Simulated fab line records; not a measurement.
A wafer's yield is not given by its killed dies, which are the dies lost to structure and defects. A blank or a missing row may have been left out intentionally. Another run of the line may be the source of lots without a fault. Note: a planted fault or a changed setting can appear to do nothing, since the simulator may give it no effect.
Comparing a struck lot with a sound one :: flow berkeley cmos170 :: 17 steps out of a route of 331
Sound: the wafers L384.1, L384.4, L384.6. Wafers struck: L390.2, L390.4, L390.5. At the end, the cause is stated.
Order at every step that has rows: each side's tool, ch and its chambers, its first start. Under that, the readings that differ: sound wafers :: struck wafers :: difference of the means :: sigmas: that difference in standard deviations of wafers without a fault.
alike: same words and numbers on both sides, and readings whose means sit less than 2 such deviations apart. not compared: any withheld reading, any reading some wafer has no value for, any bound like >300 that may hide the same value, and any number with overlapping values for which the record gives no deviation.
Wherever a step has rows on one side only, a row that says differs or no value, or a row with sigmas, the two part there. Numbers that don't overlap but have no deviation are shown without sigmas and don't part them. A reading missing from all wafers of one side parts the sides only when that side holds two or more wafers.

first, 3 steps without rows for these wafers: UCB170_BACKSIDE_HMDS_00 (prime time 60 s); UCB170_BACKSIDE_COAT_01 (resist thk 900 nm); UCB170_BACKSIDE_SOFTBAKE_02 (time 60 s).
UCB170_BACKSIDE_STRIP_03: strips in O2.
  sound on plasma asher-01 ch 0,1, day 10 06:35; struck on plasma asher-02 ch 0,1, day 11 06:41
  alike: drypump motor current A, oes product au, strip time to endpoint s
  not compared: rf hours counter h
then, 1 step without rows for these wafers: UCB170_BACKSIDE_CLEAN_04 (cleans in SPM, time 600 s).
UCB170_SDANNEAL_RTA_00: time 10 s.
  sound on rtp anneal-01 ch 0, day 10 07:32; struck on rtp anneal-01 ch 0, day 11 07:04
  alike: lamp power pct, wafer_temp_C_max
UCB170_SDANNEAL_RTA_01: time 5 s.
  sound on rtp anneal-01 ch 0, day 10 07:36; struck on rtp anneal-01 ch 0, day 11 07:08
  alike: lamp power pct, wafer_temp_C_max
UCB170_SDANNEAL_RS_MEAS_02: a four-point-probe measurement.
  sound: film metro-03 at day 10 07:39; struck: film metro-04 at day 11 07:11
reading: PSD_RS (ohm/sq)
sound: 76.49 76.19 75.99
struck: 75.64 75.29 75.21
difference: -0.84
sigmas: -3
UCB170_SDANNEAL_RS_MEAS_03: a four-point-probe measurement.
  sound: film metro-03 at day 10 07:46; struck: film metro-04 at day 11 07:19
  alike: NSD_RS
UCB170_SDANNEAL_RS_MEAS_04: a four-point-probe measurement.
  sound: film metro-03 at day 10 07:53; struck: film metro-04 at day 11 07:26
  alike: PLDD_RS
UCB170_SDANNEAL_RS_MEAS_05: a four-point-probe measurement.
  sound: film metro-03 at day 10 08:01; struck: film metro-04 at day 11 07:33
  alike: NLDD_RS
then, 1 step without rows for these wafers: UCB170_SILICIDE_PRE_CLEAN_00 (preclean etch time 60 s).
UCB170_SILICIDE_SPUTTER_01: material Ti, target thk 30 nm, time 25 s.
  sound: pvd sputter-03 at day 10 08:12; struck: pvd sputter-03 at day 11 07:43
reading: model.Ti_of_SILICIDE_SPUTTER_01.thk nm (nm)
sound: 30.41 30.22 30.4
struck: 44.84 44.78 44.28
difference: +14.29
sigmas: 
  alike: throttle valve pct
UCB170_SILICIDE_RS_MEAS_02: a four-point-probe measurement.
  sound: film metro-03 at day 10 08:14; struck: film metro-02 at day 11 08:13
reading: SILICIDE_TI_RS (ohm/sq)
sound: 25.7 25.9 25.8
struck: 16.4 16.5 16.7
difference: -9.3
sigmas: -26
  not compared: hold
UCB170_SILICIDE_THK_MEAS_03: measures by xrf.
  sound: film metro-03 at day 10 08:21; struck: film metro-02 at day 11 10:39
reading: SILICIDE_TI_THK (nm)
sound: 30.1 29.8 30.0
struck: 44.3 44.2 43.7
difference: +14.1
sigmas: +37
  not compared: hold
UCB170_SILICIDE_RTA_04: time 15 s.
  sound on rtp anneal-02 ch 0, day 10 08:25; struck on rtp anneal-02 ch 0, day 11 12:07
reading: hold
sound: - - -
struck: await dispo/1.4h/release await dispo/1.4h/release await dispo/1.4h/release
difference: no value on the sound wafers
sigmas: 
  alike: lamp power pct, wafer_temp_C_max
UCB170_M3_PROBE_99:
  record: rows for the struck wafers here (prober-01, day 12 11:22), none for the sound ones

## WHERE THEY PART
Last at UCB170_M3_PROBE_99 as far as this record goes, first at UCB170_SDANNEAL_RS_MEAS_02.

WHY: what had been put in by the simulator
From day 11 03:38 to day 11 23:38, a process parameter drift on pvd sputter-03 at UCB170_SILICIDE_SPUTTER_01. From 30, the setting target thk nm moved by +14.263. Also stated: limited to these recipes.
